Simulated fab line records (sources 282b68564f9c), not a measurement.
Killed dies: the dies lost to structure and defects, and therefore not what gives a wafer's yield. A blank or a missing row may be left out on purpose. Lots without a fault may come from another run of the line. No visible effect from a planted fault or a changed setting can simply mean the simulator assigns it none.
fab line records | flow rit-cmos
[record] lots = 6 | wafers = 18 | last-day = 6
route steps=202 shown ACTIVE@1 M1@202
lots untouched by any fault: they come from a run of this same line in which no faults occurred
start-h: start of the lot's first displayed wafer, in hours after the record's first day | wait-h: hours since the lot's step before | " identical to the entry in the row above | L1.1+2: one row covering several wafers at once | - no value, or no start was given | * or withheld: withheld | < > ~ a bound
route shown NAME@n: NAME is a module with steps in the file, n the number in the route of the first one | usual: average and standard deviation across the fault-free wafers | same: alike in all rows | chamber/n: place in a boat | sites: each site's reading | _std_site: their standard deviation | _edge_site: the outer-site mean with the inner-site mean subtracted | radius-mm: for every site, how far away it sits from the centre of the wafer | mask NAME#n: copy n | behind: the last tool/chamber to shape the wafer | hold: cause of the lot's hold/its duration in hours/its outcome | device: transistor that didn't switch, given as n, p or np | end of line: tests of these same wafers at the route's end | a step without rows: its recipe alone | killed: count of dies lost to structure and defects at first sort (not the wafer's yield) | map: shows each die of a wafer: x if killed, . if not, _ if none is there
set.NAME: the setting the step ran with; set.NAME@STEP: the setting that earlier step ran with | model.NAME: the simulator's own value behind a step, which no gauge read
lots at selected steps of the route; one table per step, one row per wafer
services: the hour from which a tool's chamber was out of use, counted from the record's first day as start-h (under 0 if before that day), plus the number of hours and why
[[steps]]
[step RIT_ACTIVE_BOW_MEAS_00]
[recipe] mode = bow
[usual] INCOMING_BOW = -1/6.7
lot.wafer | tool          | chamber | start-h | wait-h | INCOMING_BOW[um]
L196.1    | film-metro-02 | -       | 10.00   | -      | 5
L196.3    | "             | -       | "       | "      | -11
L196.5    | "             | -       | "       | "      | -2
L199.2    | film-metro-01 | -       | 25.02   | -      | -4
L199.3    | "             | -       | "       | "      | 7
L199.5    | "             | -       | "       | "      | -4
L204.1    | film-metro-01 | -       | 50.00   | -      | -11
L204.2    | "             | -       | "       | "      | 4
L204.5    | "             | -       | "       | "      | -1
L206.1    | film-metro-02 | -       | 60.00   | -      | -23
L206.2    | "             | -       | "       | "      | -6
L206.3    | "             | -       | "       | "      | 4
L207.3    | film-metro-02 | -       | 65.04   | -      | 7
L207.4    | "             | -       | "       | "      | -14
L207.5    | "             | -       | "       | "      | 8
L208.3    | film-metro-02 | -       | 70.04   | -      | -3
L208.4    | "             | -       | "       | "      | 2
L208.5    | "             | -       | "       | "      | 11
[step RIT_ACTIVE_OXIDATION_01]
[recipe] temp-c = 1000 | ambient = O2 | target-thk-a = 468 | ox-time-s = 3360
[step RIT_ACTIVE_THK_MEAS_02]
[recipe] reads = SiO2_of_ACTIVE_OXIDATION_01
[usual] ACTIVE_OXIDE_THK = 47.1/0.67
lot.wafer | tool          | chamber | start-h | wait-h | ACTIVE_OXIDE_THK[nm]
L196.1    | film-metro-02 | -       | 12.05   | 0.0    | 46.0
L196.3    | "             | -       | "       | "      | 46.0
L196.5    | "             | -       | "       | "      | 45.9
L199.2    | film-metro-03 | -       | 27.06   | 0.0    | 46.3
L199.3    | "             | -       | "       | "      | 46.9
L199.5    | "             | -       | "       | "      | 47.5
L204.1    | film-metro-01 | -       | 52.76   | 0.0    | 46.7
L204.2    | "             | -       | "       | "      | 46.5
L204.5    | "             | -       | "       | "      | 46.3
L206.1    | film-metro-03 | -       | 62.32   | 0.0    | 47.8
L206.2    | "             | -       | "       | "      | 47.9
L206.3    | "             | -       | "       | "      | 48.0
L207.3    | film-metro-01 | -       | 67.34   | 0.0    | 45.8
L207.4    | "             | -       | "       | "      | 45.9
L207.5    | "             | -       | "       | "      | 46.2
L208.3    | film-metro-01 | -       | 72.07   | 0.0    | 47.3
L208.4    | "             | -       | "       | "      | 47.6
L208.5    | "             | -       | "       | "      | 47.3
[step RIT_ACTIVE_CVD_03]
[recipe] material = Si3N4 | target-thk-nm = 150 | temp-c = 810 | precursor = SiH2Cl2/NH3 | time-s = 1500 | pressure-mtorr = 300 | sih2cl2-flow-sccm = 60 | nh3-flow-sccm = 150
[usual] spike-tc-load-C = 834/4.5 | susceptor-temp-C = 810.0/0.34 | zone-power-centre-pct = 36.2/1 | zone-power-source-pct = 21.2/1.3
lot.wafer | tool     | chamber | start-h | wait-h | spike-tc-load-C | susceptor-temp-C | zone-power-centre-pct | zone-power-source-pct
L196.1    | lpcvd-02 | 0       | 12.11   | 0.1    | 828             | 809.7            | 37.4                  | 22.6
L196.3    | "        | 0       | "       | "      | 829             | 810.2            | 37.6                  | 22.5
L196.5    | "        | 0       | "       | "      | 828             | 809.8            | 37.6                  | 22.6
L199.2    | lpcvd-01 | 0       | 27.11   | 0.0    | 831             | 810.4            | 36.6                  | 20.7
L199.3    | "        | 0       | "       | "      | 833             | 810.0            | 36.5                  | 21.0
L199.5    | "        | 0       | "       | "      | 833             | 809.9            | 36.7                  | 20.8
L204.1    | lpcvd-02 | 0       | 52.82   | 0.1    | 829             | 809.6            | 37.4                  | 22.5
L204.2    | "        | 0       | "       | "      | 829             | 809.8            | 37.5                  | 22.2
L204.5    | "        | 0       | "       | "      | 827             | 809.6            | 38.0                  | 22.6
L206.1    | lpcvd-01 | 1       | 62.38   | 0.1    | 839             | 810.3            | 36.4                  | 21.8
L206.2    | "        | 1       | "       | "      | 839             | 809.9            | 35.7                  | 21.8
L206.3    | "        | 1       | "       | "      | 838             | 809.7            | 35.8                  | 22.3
L207.3    | lpcvd-02 | 1       | 67.81   | 0.5    | 839             | 810.7            | 35.1                  | 19.4
L207.4    | "        | 1       | "       | "      | 836             | 810.2            | 35.0                  | 19.6
L207.5    | "        | 1       | "       | "      | 838             | 810.1            | 35.2                  | 19.9
L207.3    | lpcvd-02 | 1       | 69.39   | 0.2    | 838             | 810.1            | 35.4                  | 19.9
L207.4    | "        | 1       | "       | "      | 838             | 810.2            | 35.4                  | 19.7
L207.5    | "        | 1       | "       | "      | 838             | 810.0            | 35.4                  | 19.6
L208.3    | lpcvd-02 | 1       | 72.11   | 0.0    | 836             | 810.2            | 35.0                  | 19.4
L208.4    | "        | 1       | "       | "      | 836             | 809.8            | 35.1                  | 19.3
L208.5    | "        | 1       | "       | "      | 836             | 810.0            | 35.2                  | 19.7
L208.3    | lpcvd-02 | 1       | 74.41   | 0.2    | 837             | 810.1            | 35.6                  | 19.8
L208.4    | "        | 1       | "       | "      | 837             | 810.3            | 35.4                  | 19.3
L208.5    | "        | 1       | "       | "      | 838             | 810.1            | 35.2                  | 19.5
[step RIT_ACTIVE_THK_MEAS_04]
[recipe] reads = Si3N4_of_ACTIVE_CVD_03
[usual] ACTIVE_NITRIDE_THK = 149.6/1.3
lot.wafer | tool          | chamber | start-h | wait-h | ACTIVE_NITRIDE_THK[nm]
L196.1    | film-metro-03 | -       | 13.53   | 0.0    | 148.5
L196.3    | "             | -       | "       | "      | 147.4
L196.5    | "             | -       | "       | "      | 147.1
L199.2    | film-metro-02 | -       | 28.54   | 0.0    | 147.4
L199.3    | "             | -       | "       | "      | 149.2
L199.5    | "             | -       | "       | "      | 147.7
L204.1    | film-metro-03 | -       | 54.23   | 0.0    | 151.4
L204.2    | "             | -       | "       | "      | 151.9
L204.5    | "             | -       | "       | "      | 150.7
L206.1    | film-metro-03 | -       | 63.80   | 0.0    | 149.6
L206.2    | "             | -       | "       | "      | 148.5
L206.3    | "             | -       | "       | "      | 149.3
L207.3    | film-metro-02 | -       | 70.83   | 0.0    | 298.0
L207.4    | "             | -       | "       | "      | 299.7
L207.5    | "             | -       | "       | "      | 297.9
L208.3    | film-metro-02 | -       | 76.55   | 0.0    | 299.0
L208.4    | "             | -       | "       | "      | 301.2
L208.5    | "             | -       | "       | "      | 301.3
[step RIT_ACTIVE_HMDS_05]
[recipe] prime-time-s = 60 | prime-temp-c = 140
[step RIT_ACTIVE_COAT_06]
[recipe] resist = NOVOLAK | spin-rpm = 3210 | resist-thk-nm = 1000
[step RIT_ACTIVE_SOFTBAKE_07]
[recipe] resist = NOVOLAK | temp-c = 90 | time-s = 60
[step RIT_ACTIVE_EXPOSE_08]
[recipe] mask-id = M1 | na = 0.6 | source-shape = conventional | sigma-outer = 0.6 | target-cd-nm = 1400 | dose-mj = 225
[step RIT_ACTIVE_PEB_09]
[recipe] resist = NOVOLAK | temp-c = withheld | time-s = withheld
[step RIT_ACTIVE_DEVELOP_10]
[recipe] resist = NOVOLAK | develop-time-s = 50 | dev-temp-c = 23
[step RIT_ACTIVE_CD_MEAS_11]
[recipe] target-cd-nm = 1400
[usual] cd-nm = 1401.0/2.1
lot.wafer | tool      | chamber | start-h | wait-h | cd-nm
L196.1    | cd-sem-02 | -       | 14.44   | -      | 1402.5
L196.3    | "         | -       | "       | "      | 1401.8
L196.5    | "         | -       | "       | "      | 1401.1
L199.2    | cd-sem-01 | -       | 29.58   | -      | 1402.9
L199.3    | "         | -       | "       | "      | 1401.4
L199.5    | "         | -       | "       | "      | 1402.9
L204.1    | cd-sem-01 | -       | 55.14   | -      | 1404.1
L204.2    | "         | -       | "       | "      | 1399.0
L204.5    | "         | -       | "       | "      | 1402.2
L206.1    | cd-sem-01 | -       | 64.83   | -      | 1399.5
L206.2    | "         | -       | "       | "      | 1397.9
L206.3    | "         | -       | "       | "      | 1398.6
L207.3    | cd-sem-01 | -       | 72.39   | -      | 1401.5
L207.4    | "         | -       | "       | "      | 1398.2
L207.5    | "         | -       | "       | "      | 1402.1
L208.3    | cd-sem-01 | -       | 77.68   | -      | 1405.2
L208.4    | "         | -       | "       | "      | 1402.6
L208.5    | "         | -       | "       | "      | 1403.0
[step RIT_ACTIVE_HARDBAKE_12]
[recipe] resist = NOVOLAK | temp-c = 140 | time-s = 60
[step RIT_ACTIVE_ETCH_13]
[recipe] stop-on = SiO2 | chemistry = SF6 | target = Si3N4 | time-s = 210 | over-etch-frac = 0.3836 | SF6_flow_sccm = 200 | pressure-mtorr = 260 | rf-w = 125 | target-depth-a = 2100
[usual] drypump-motor-current-A = 5.7/0.52 | oes-product-au = 0.822/0.014 | throttle-valve-pct = 7.53/0.15
lot.wafer | tool        | chamber | start-h | wait-h | drypump-motor-current-A | oes-product-au | rf-hours-counter-h | throttle-valve-pct | model.etch.depth-nm | model.ACTIVE.feature-depth-nm
L196.1    | rie-diel-01 | 3       | 14.71   | 0.1    | 5.3                     | 0.816          | 4                  | 7.60               | 148.6               | 148.6
L196.3    | "           | 1       | "       | "      | 4.8                     | 0.826          | 33                 | 7.36               | 147.3               | 147.3
L196.5    | "           | 1       | "       | "      | 4.8                     | 0.826          | -                  | 7.37               | 147.1               | 147.1
L199.2    | rie-diel-01 | 3       | 29.83   | 0.1    | 5.3                     | 0.808          | 4                  | 7.59               | 147.5               | 147.5
L199.3    | "           | 2       | "       | "      | 6.0                     | 0.808          | 3                  | 7.38               | 149.2               | 149.2
L199.5    | "           | 2       | "       | "      | 6.0                     | 0.806          | -                  | 7.38               | 147.7               | 147.7
L204.1    | rie-diel-04 | 1       | 55.41   | 0.1    | 5.3                     | 0.820          | 8                  | 7.71               | 151.5               | 151.5
L204.2    | "           | 2       | "       | "      | 6.1                     | 0.832          | 14                 | 7.49               | 151.7               | 151.7
L204.5    | "           | 1       | "       | "      | 5.3                     | 0.812          | -                  | 7.70               | 150.7               | 150.7
L206.1    | rie-diel-04 | 0       | 65.10   | 0.1    | 6.1                     | 0.811          | 16                 | 7.37               | 149.6               | 150.6
L206.2    | "           | 1       | "       | "      | 5.3                     | 0.811          | 8                  | 7.71               | 148.5               | 148.5
L206.3    | "           | 3       | "       | "      | 5.1                     | 0.819          | 55                 | 7.45               | 149.4               | 149.4
L207.3    | rie-diel-04 | 2       | 72.73   | 0.1    | 6.1                     | 1.015          | 14                 | 7.46               | 208.3               | 208.3
L207.4    | "           | 0       | "       | "      | 6.1                     | 1.010          | 17                 | 7.38               | 214.4               | 214.4
L207.5    | "           | 0       | "       | "      | 6.1                     | 1.006          | -                  | 7.38               | 214.6               | 214.6
L208.3    | rie-diel-04 | 3       | 77.97   | 0.1    | 5.1                     | 0.994          | 55                 | 7.44               | 209.2               | 209.2
L208.4    | "           | 1       | "       | "      | 5.3                     | 0.976          | 8                  | 7.72               | 206.8               | 206.8
L208.5    | "           | 0       | "       | "      | 6.0                     | 1.006          | -                  | 7.37               | 212.7               | 212.7
[step RIT_ACTIVE_STRIP_14]
[recipe] chemistry = O2 | time-s = 180 | resist = NOVOLAK | platen-temp-c = withheld | power-w = 500 | pressure-mtorr = 4000 | o2-flow-sccm = 4000
[usual] drypump-motor-current-A = 5.6/0.6
lot.wafer | tool            | chamber | start-h | wait-h | drypump-motor-current-A | rf-hours-counter-h
L196.1    | plasma-asher-04 | 0       | 14.84   | 0.1    | 6.0                     | 38
L196.3    | "               | 0       | "       | "      | 5.9                     | -
L196.5    | "               | 0       | "       | "      | 5.9                     | -
L199.2    | plasma-asher-03 | 0       | 29.97   | 0.1    | 6.1                     | 23
L199.3    | "               | 0       | "       | "      | 6.2                     | -
L199.5    | "               | 0       | "       | "      | 6.2                     | -
L204.1    | plasma-asher-03 | 1       | 55.55   | 0.1    | 5.1                     | 25
L204.2    | "               | 0       | "       | "      | 6.1                     | 25
L204.5    | "               | 1       | "       | "      | 5.1                     | -
L206.1    | plasma-asher-04 | 0       | 65.24   | 0.1    | 5.9                     | 43
L206.2    | "               | 1       | "       | "      | 5.2                     | 43
L206.3    | "               | 1       | "       | "      | 5.2                     | -
L207.3    | plasma-asher-03 | 0       | 72.92   | 0.1    | 6.1                     | -
L207.4    | "               | 1       | "       | "      | 5.1                     | -
L207.5    | "               | 1       | "       | "      | 5.1                     | -
L208.3    | plasma-asher-03 | 1       | 78.16   | 0.1    | 5.1                     | -
L208.4    | "               | 0       | "       | "      | 6.1                     | -
L208.5    | "               | 1       | "       | "      | 5.1                     | -
[step RIT_ACTIVE_CD_MEAS_90]
[recipe] target-cd-nm = 1400
[usual] cd-nm = 1401.0/2.1
lot.wafer | tool      | chamber | start-h | wait-h | cd-nm
L196.1    | cd-sem-01 | -       | 15.02   | 0.1    | 1402.5
L196.3    | "         | -       | "       | "      | 1401.6
L196.5    | "         | -       | "       | "      | 1401.2
L199.2    | cd-sem-01 | -       | 30.16   | 0.1    | 1402.9
L199.3    | "         | -       | "       | "      | 1402.1
L199.5    | "         | -       | "       | "      | 1403.4
L204.1    | cd-sem-01 | -       | 55.72   | 0.1    | 1404.1
L204.2    | "         | -       | "       | "      | 1399.4
L204.5    | "         | -       | "       | "      | 1402.2
L206.1    | cd-sem-01 | -       | 65.41   | 0.1    | 1399.8
L206.2    | "         | -       | "       | "      | 1397.7
L206.3    | "         | -       | "       | "      | 1398.6
L207.3    | cd-sem-01 | -       | 73.07   | 0.1    | 1401.3
L207.4    | "         | -       | "       | "      | 1398.0
L207.5    | "         | -       | "       | "      | 1401.7
L208.3    | cd-sem-01 | -       | 78.38   | 0.2    | 1404.9
L208.4    | "         | -       | "       | "      | 1402.3
L208.5    | "         | -       | "       | "      | 1402.8
[step RIT_ACTIVE_CLEAN_15]
[recipe] chemistry = SC1 | mix = 3:3:50 | time-s = 600 | temp-c = 75
lot.wafer | tool         | chamber | start-h | wait-h | model.Si3N4_of_ACTIVE_CVD_03.thk-nm
L196.1    | wet-bench-01 | 3       | 15.14   | 0.1    | 148.2
L196.3    | "            | 3       | "       | "      | 146.8
L196.5    | "            | 3       | "       | "      | 146.6
L199.2    | wet-bench-01 | 0       | 30.26   | 0.1    | 147.1
L199.3    | "            | 0       | "       | "      | 148.8
L199.5    | "            | 0       | "       | "      | 147.3
L204.1    | wet-bench-04 | 2       | 55.84   | 0.1    | 151.1
L204.2    | "            | 2       | "       | "      | 151.3
L204.5    | "            | 2       | "       | "      | 150.2
L206.1    | wet-bench-02 | 2       | 65.53   | 0.1    | 149.2
L206.2    | "            | 2       | "       | "      | 148.1
L206.3    | "            | 2       | "       | "      | 149
L207.3    | wet-bench-04 | 1       | 73.15   | 0.1    | 297.5
L207.4    | "            | 1       | "       | "      | 299.4
L207.5    | "            | 1       | "       | "      | 297.6
L208.3    | wet-bench-04 | 3       | 78.60   | 0.2    | 298.6
L208.4    | "            | 3       | "       | "      | 300.7
L208.5    | "            | 3       | "       | "      | 300.9
[step RIT_ACTIVE_CLEAN_16]
[recipe] chemistry = dHF | dilution = 50:1 | time-s = 30
lot.wafer | tool         | chamber | start-h | wait-h | model.Si3N4_of_ACTIVE_CVD_03.thk-nm
L196.1    | wet-bench-02 | 2       | 15.31   | 0.0    | 147.7
L196.3    | "            | 2       | "       | "      | 146.4
L196.5    | "            | 2       | "       | "      | 146.2
L199.2    | wet-bench-04 | 2       | 30.44   | 0.0    | 146.7
L199.3    | "            | 2       | "       | "      | 148.4
L199.5    | "            | 2       | "       | "      | 146.9
L204.1    | wet-bench-02 | 0       | 56.03   | 0.0    | 150.6
L204.2    | "            | 0       | "       | "      | 150.9
L204.5    | "            | 0       | "       | "      | 149.8
L206.1    | wet-bench-01 | 2       | 65.71   | 0.0    | 148.8
L206.2    | "            | 2       | "       | "      | 147.7
L206.3    | "            | 2       | "       | "      | 148.5
L207.3    | wet-bench-01 | 1       | 73.35   | 0.0    | 297.1
L207.4    | "            | 1       | "       | "      | 299
L207.5    | "            | 1       | "       | "      | 297.2
L208.3    | wet-bench-02 | 3       | 78.79   | 0.0    | 298.2
L208.4    | "            | 3       | "       | "      | 300.3
L208.5    | "            | 3       | "       | "      | 300.5
[step RIT_ACTIVE_CLEAN_17]
[recipe] chemistry = SC2 | mix = 3:3:50 | time-s = 600 | temp-c = 75 | dry = n2-spin
[step RIT_M1_PROBE_99]
[usual] killed-at-contacts = 0.1/0.23 | killed-at-front-end = 6/3.2 | killed-dies = 7/3.2 | killed-on-rim = 1.7/1.4 | killed-open = 3.4/1.8 | killed-short = 3.2/2.3
[same] gross-dies = 264 | killed_at_M0_to_M3 = 0 | killed_at_M4_up = 0 | killed-at-back-side = 0 | killed-at-other = 0
lot.wafer | tool      | chamber | start-h | wait-h | killed-at-contacts | killed-at-front-end | killed-dies | killed-on-rim | killed-open | killed-short
L196.1    | prober-01 | -       | 59.03   | 0.1    | 0                  | 3                   | 3           | 1             | 3           | 0
L196.3    | prober-01 | -       | 59.13   | 0.2    | 0                  | 8                   | 8           | 4             | 3           | 5
L196.5    | prober-01 | -       | 59.23   | 0.2    | 0                  | 6                   | 6           | 2             | 4           | 2
L199.2    | prober-02 | -       | 76.77   | 0.1    | 0                  | 6                   | 6           | 1             | 4           | 2
L199.3    | prober-02 | -       | 76.82   | 0.2    | 0                  | 6                   | 6           | 1             | 2           | 4
L199.5    | prober-02 | -       | 76.92   | 0.2    | 0                  | 6                   | 6           | 2             | 5           | 1
L204.1    | prober-01 | -       | 98.89   | 0.1    | 0                  | 3                   | 3           | 0             | 2           | 1
L204.2    | prober-01 | -       | 98.94   | 0.1    | 0                  | 3                   | 3           | 2             | 3           | 0
L204.5    | prober-01 | -       | 99.09   | 0.2    | 0                  | 4                   | 4           | 0             | 3           | 1
L206.1    | prober-01 | -       | 107.97  | 0.1    | 0                  | 6                   | 6           | 1             | 2           | 4
L206.2    | prober-01 | -       | 108.02  | 0.1    | 0                  | 9                   | 9           | 3             | 4           | 5
L206.3    | prober-01 | -       | 108.07  | 0.2    | 0                  | 6                   | 6           | 3             | 4           | 2
L207.3    | prober-02 | -       | 124.05  | 0.2    | 0                  | 264                 | 264         | 70            | 5           | 0
L207.4    | prober-02 | -       | 124.10  | 0.2    | 0                  | 264                 | 264         | 70            | 4           | 3
L207.5    | prober-02 | -       | 124.15  | 0.2    | 1                  | 263                 | 264         | 70            | 5           | 4
L208.3    | prober-01 | -       | 133.49  | 0.2    | 0                  | 264                 | 264         | 70            | 6           | 1
L208.4    | prober-01 | -       | 133.54  | 0.2    | 0                  | 264                 | 264         | 70            | 3           | 4
L208.5    | prober-01 | -       | 133.59  | 0.2    | 0                  | 264                 | 264         | 70            | 1           | 0
// killed by level:class
L196.1 FOX1:geometric-particle:open=2 GATE:geometric-particle:open=1
L196.3 FOX1:geometric-particle:open=2 GATE:geometric-particle:short=2 SILICIDE:geometric-particle:short=2 GATE:geometric-particle:open=1 SPACER:geometric-particle:short=1
L196.5 SPACER:geometric-particle:open=2 GATE:geometric-particle:open=1 GATE:geometric-particle:short=1 SPACER:geometric-particle:short=1 SILICIDE:geometric-particle:open=1
L199.2 GATE:geometric-particle:open=3 FOX2:geometric-particle:open=1 SPACER:geometric-particle:short=1 SILICIDE:geometric-particle:short=1
L199.3 FOX1:geometric-particle:short=2 FOX1:geometric-particle:open=1 GATE:geometric-particle:short=1 REOX:geometric-particle:open=1 SILICIDE:geometric-particle:short=1
L199.5 GATE:geometric-particle:open=4 GATE:geometric-particle:short=1 SPACER:geometric-particle:open=1
L204.1 GATE:geometric-particle:open=2 SPACER:geometric-particle:short=1
L204.2 GATE:geometric-particle:open=1 SPACER:geometric-particle:open=1 SILICIDE:geometric-particle:open=1
L204.5 GATE:geometric-particle:open=2 FOX2:geometric-particle:open=1 GATE:geometric-particle:short=1
L206.1 GATE:geometric-particle:open=2 SILICIDE:geometric-particle:short=2 GATE:geometric-particle:short=1 REOX:geometric-particle:short=1
L206.2 REOX:geometric-particle:short=3 FOX1:geometric-particle:open=1 GATE:geometric-particle:open=1 GATE:geometric-particle:short=1 REOX:geometric-particle:open=1 SPACER:geometric-particle:short=1 SILICIDE:geometric-particle:open=1
L206.3 GATE:geometric-particle:open=2 FOX1:geometric-particle:open=1 FOX1:geometric-particle:short=1 REOX:geometric-particle:open=1 SILICIDE:geometric-particle:short=1
L207.3 ACTIVE:area-etch=259 FOX1:geometric-particle:open=4 GATE:geometric-particle:open=1
L207.4 ACTIVE:area-etch=257 FOX1:geometric-particle:open=2 GATE:geometric-particle:short=2 GATE:geometric-particle:open=2 SILICIDE:geometric-particle:short=1
L207.5 ACTIVE:area-etch=255 GATE:geometric-particle:short=3 REOX:geometric-particle:open=3 FOX1:geometric-particle:open=1 REOX:geometric-particle:short=1 CONTACT:geometric-particle:open=1
L208.3 ACTIVE:area-etch=257 FOX2:geometric-particle:open=3 GATE:geometric-particle:open=2 FOX1:geometric-particle:short=1 SPACER:geometric-particle:open=1
L208.4 ACTIVE:area-etch=257 GATE:geometric-particle:short=4 GATE:geometric-particle:open=3
L208.5 ACTIVE:area-etch=263 FOX1:geometric-particle:open=1
// map L207.3 (x killed, . not)
________xxxxxxx_______
_____xxxxxxxxxxxxx____
____xxxxxxxxxxxxxxx___
___xxxxxxxxxxxxxxxxx__
__xxxxxxxxxxxxxxxxxxx_
__xxxxxxxxxxxxxxxxxxx_
_xxxxxxxxxxxxxxxxxxxxx
_xxxxxxxxxxxxxxxxxxxxx
_xxxxxxxxxxxxxxxxxxxxx
_xxxxxxxxxxxxxxxxxxxxx
__xxxxxxxxxxxxxxxxxxx_
__xxxxxxxxxxxxxxxxxxx_
___xxxxxxxxxxxxxxxxx__
____xxxxxxxxxxxxxxx___
_____xxxxxxxxxxxxx____
________xxxxxxx_______
// map L208.3 (x killed, . not)
________xxxxxxx_______
_____xxxxxxxxxxxxx____
____xxxxxxxxxxxxxxx___
___xxxxxxxxxxxxxxxxx__
__xxxxxxxxxxxxxxxxxxx_
__xxxxxxxxxxxxxxxxxxx_
_xxxxxxxxxxxxxxxxxxxxx
_xxxxxxxxxxxxxxxxxxxxx
_xxxxxxxxxxxxxxxxxxxxx
_xxxxxxxxxxxxxxxxxxxxx
__xxxxxxxxxxxxxxxxxxx_
__xxxxxxxxxxxxxxxxxxx_
___xxxxxxxxxxxxxxxxx__
____xxxxxxxxxxxxxxx___
_____xxxxxxxxxxxxx____
________xxxxxxx_______
[[services]]
tool            | chamber | start-h | hours | kind
plasma-asher-03 | -       | -6.72   | 2.8   | pm
rie-diel-04     | 3       | 8.24    | 33.4  | repair
rie-diel-04     | 0       | 40.23   | 6.9   | repair
plasma-asher-04 | -       | 52.09   | 2.0   | repair
[[key]]
[first-sign] step = RIT_ACTIVE_CVD_03 | reading = visit | direction = added
[effect] step = RIT_ACTIVE_THK_MEAS_04 | reading = ACTIVE_NITRIDE_THK | direction = up | sigmas = 99+ | usual = 149.6 | struck = 299.5
[effect] step = RIT_ACTIVE_ETCH_13 | reading = oes-product-au | direction = up | sigmas = 13 | usual = 0.822 | struck = 1.001
[effect] step = RIT_M1_PROBE_99 | reading = killed-at-front-end | direction = up | sigmas = 81 | usual = 6 | struck = 264
[model-effect] step = RIT_ACTIVE_ETCH_13 | value = etch.depth-nm | without = 149.2 | struck = 211
[model-effect] step = RIT_ACTIVE_CLEAN_15 | value = Si3N4_of_ACTIVE_CVD_03.thk-nm | without = 148.7 | struck = 299.1
[model-effect] step = RIT_ACTIVE_CLEAN_16 | value = Si3N4_of_ACTIVE_CVD_03.thk-nm | without = 148.3 | struck = 298.7
[more-kills-born-at] RIT_ACTIVE_ETCH_13@rie-diel-04 = 1548
met-at RIT_ACTIVE_CVD_03
struck-wafers L207.3,L207.4,L207.5,L208.3,L208.4,L208.5
later-rows-left-out L207.3,L207.4,L207.5,L208.3,L208.4,L208.5
tester-left-out L207,L208
[fault] kind = repeated-step-whole | tool = lpcvd-01,lpcvd-02 | chamber = - | onset-h = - | steps = RIT_ACTIVE_CVD_03 | times = 1 | scope = struck-lots-only
// tester-left-out: of these lots the tester's yield and bins aren't shown, on N5 and GAA mostly nor the transistor test; their killed dies are dies lost to structure and defects alone, not to doping, threshold or leakage, so they don't give the yield
// later-rows-left-out: the simulator's readings of these wafers behind a module that went badly wrong aren't trusted and aren't shown, but for the sort
